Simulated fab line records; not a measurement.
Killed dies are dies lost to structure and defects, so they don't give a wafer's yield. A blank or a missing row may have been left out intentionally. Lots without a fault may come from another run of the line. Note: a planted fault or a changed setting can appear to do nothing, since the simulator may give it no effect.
Commonality check across tools || flow rit-cmos || Sample size 14 lots and 48 wafers

## REASON IT WAS OPENED
2 of 14 lots carry a flag on the reading GATE_OXIDE_THK at RIT_GATE_THK_MEAS_07. No-fault wafers: 3.02 nm, standard deviation 0.069.
Rule: a lot gets a flag if all its wafers with a number sit over 4 standard deviations from that mean, or if no wafer of it has a number. The other lots count as sound.

{"lot": "L621", "measured": "day 2 10:38", "on": "film-metro-02", "GATE_OXIDE_THK (nm), wafer by wafer": "2.99 2.96 2.90", "flag": ""}
{"lot": "L622", "measured": "day 2 15:08", "on": "film-metro-04", "GATE_OXIDE_THK (nm), wafer by wafer": "3.13 3.10 3.07", "flag": ""}
{"lot": "L623", "measured": "day 2 20:13", "on": "film-metro-03", "GATE_OXIDE_THK (nm), wafer by wafer": "4.96 4.83 4.93 4.89 4.94 4.94", "flag": "FLAGGED"}
{"lot": "L624", "measured": "day 3 01:28", "on": "film-metro-02", "GATE_OXIDE_THK (nm), wafer by wafer": "5.20 5.18 5.19 5.26 5.21 5.22", "flag": "FLAGGED"}
{"lot": "L633", "measured": "day 5 01:04", "on": "film-metro-02", "GATE_OXIDE_THK (nm), wafer by wafer": "3.02 2.94 3.04", "flag": ""}
{"lot": "L635", "measured": "day 5 08:55", "on": "film-metro-03", "GATE_OXIDE_THK (nm), wafer by wafer": "3.07 3.08 3.11", "flag": ""}
{"lot": "L636", "measured": "day 5 14:14", "on": "film-metro-04", "GATE_OXIDE_THK (nm), wafer by wafer": "2.99 3.02 3.06", "flag": ""}
{"lot": "L637", "measured": "day 5 19:04", "on": "film-metro-03", "GATE_OXIDE_THK (nm), wafer by wafer": "3.02 3.03 3.01", "flag": ""}
{"lot": "L638", "measured": "day 6 00:11", "on": "film-metro-04", "GATE_OXIDE_THK (nm), wafer by wafer": "2.91 2.89 3.03", "flag": ""}
{"lot": "L639", "measured": "day 6 03:28", "on": "film-metro-04", "GATE_OXIDE_THK (nm), wafer by wafer": "2.94 2.82 2.86", "flag": ""}
{"lot": "L641", "measured": "day 6 13:11", "on": "film-metro-03", "GATE_OXIDE_THK (nm), wafer by wafer": "3.03 2.99 2.97", "flag": ""}
{"lot": "L642", "measured": "day 6 19:39", "on": "film-metro-02", "GATE_OXIDE_THK (nm), wafer by wafer": "2.97 3.07 2.92", "flag": ""}
{"lot": "L643", "measured": "day 6 23:45", "on": "film-metro-04", "GATE_OXIDE_THK (nm), wafer by wafer": "2.93 2.92 2.98", "flag": ""}
{"lot": "L644", "measured": "day 7 05:26", "on": "film-metro-03", "GATE_OXIDE_THK (nm), wafer by wafer": "3.07 3.08 3.01", "flag": ""}
The mean of the flagged lots' numbers is 5.06 nm, +2.04 nm from the usual (+30 standard deviations).

## TOOL THAT RAN EACH LOT
The record holds 1 process step before the reading, out of a route of 202 steps. Each cell gives the tool, then ch followed by the chambers the sampled wafers passed through, then the start.
{"lot": "L621", "flag": "", "RIT_GATE_OXIDATION_05": "furnace-04 ch 0, day 2 09:17"}
{"lot": "L622", "flag": "", "RIT_GATE_OXIDATION_05": "furnace-03 ch 0, day 2 13:48"}
{"lot": "L623", "flag": "FLAGGED", "RIT_GATE_OXIDATION_05": "furnace-02 ch 0, day 2 17:32 and furnace-04 ch 0, day 2 18:52"}
{"lot": "L624", "flag": "FLAGGED", "RIT_GATE_OXIDATION_05": "furnace-03 ch 0, day 2 22:55"}
{"lot": "L633", "flag": "", "RIT_GATE_OXIDATION_05": "furnace-02 ch 0, day 4 21:35"}
{"lot": "L635", "flag": "", "RIT_GATE_OXIDATION_05": "furnace-03 ch 0, day 5 07:34"}
{"lot": "L636", "flag": "", "RIT_GATE_OXIDATION_05": "furnace-04 ch 0, day 5 12:53"}
{"lot": "L637", "flag": "", "RIT_GATE_OXIDATION_05": "furnace-03 ch 0, day 5 17:44"}
{"lot": "L638", "flag": "", "RIT_GATE_OXIDATION_05": "furnace-04 ch 0, day 5 22:50"}
{"lot": "L639", "flag": "", "RIT_GATE_OXIDATION_05": "furnace-03 ch 0, day 6 02:09"}
{"lot": "L641", "flag": "", "RIT_GATE_OXIDATION_05": "furnace-02 ch 0, day 6 11:52"}
{"lot": "L642", "flag": "", "RIT_GATE_OXIDATION_05": "furnace-04 ch 0, day 6 18:19"}
{"lot": "L643", "flag": "", "RIT_GATE_OXIDATION_05": "furnace-04 ch 0, day 6 22:25"}
{"lot": "L644", "flag": "", "RIT_GATE_OXIDATION_05": "furnace-04 ch 0, day 7 04:06"}
What the steps here do:
- RIT_GATE_OXIDATION_05: target thk 3 nm, ox time 270 s.
- RIT_GATE_THK_MEAS_07

## FLAGGED OVER TOTAL, TOOL BY TOOL (the gauges that took the reading come last)
{"step": "RIT_GATE_OXIDATION_05", "tool": "furnace-02", "lots run": 3, "flagged": 1, "share of the flagged lots": "some", "sound lots run after its first flagged lot": "2 (L633,L641)"}
{"step": "RIT_GATE_OXIDATION_05", "tool": "furnace-03", "lots run": 5, "flagged": 1, "share of the flagged lots": "some", "sound lots run after its first flagged lot": "3 (L635,L637,L639)"}
{"step": "RIT_GATE_OXIDATION_05", "tool": "furnace-04", "lots run": 7, "flagged": 1, "share of the flagged lots": "some", "sound lots run after its first flagged lot": "5 (L636,L638,L642,L643,L644)"}
{"step": "RIT_GATE_THK_MEAS_07", "tool": "film-metro-02", "lots run": 4, "flagged": 1, "share of the flagged lots": "some", "sound lots run after its first flagged lot": "2 (L633,L642)"}
{"step": "RIT_GATE_THK_MEAS_07", "tool": "film-metro-03", "lots run": 5, "flagged": 1, "share of the flagged lots": "some", "sound lots run after its first flagged lot": "4 (L635,L637,L641,L644)"}
{"step": "RIT_GATE_THK_MEAS_07", "tool": "film-metro-04", "lots run": 5, "flagged": 0, "share of the flagged lots": "none", "sound lots run after its first flagged lot": "-"}

## THE TABLE: WHAT IT ALLOWS
No row of the table ran every flagged lot.

## WHAT WAS PUT IN BY THE SIMULATOR
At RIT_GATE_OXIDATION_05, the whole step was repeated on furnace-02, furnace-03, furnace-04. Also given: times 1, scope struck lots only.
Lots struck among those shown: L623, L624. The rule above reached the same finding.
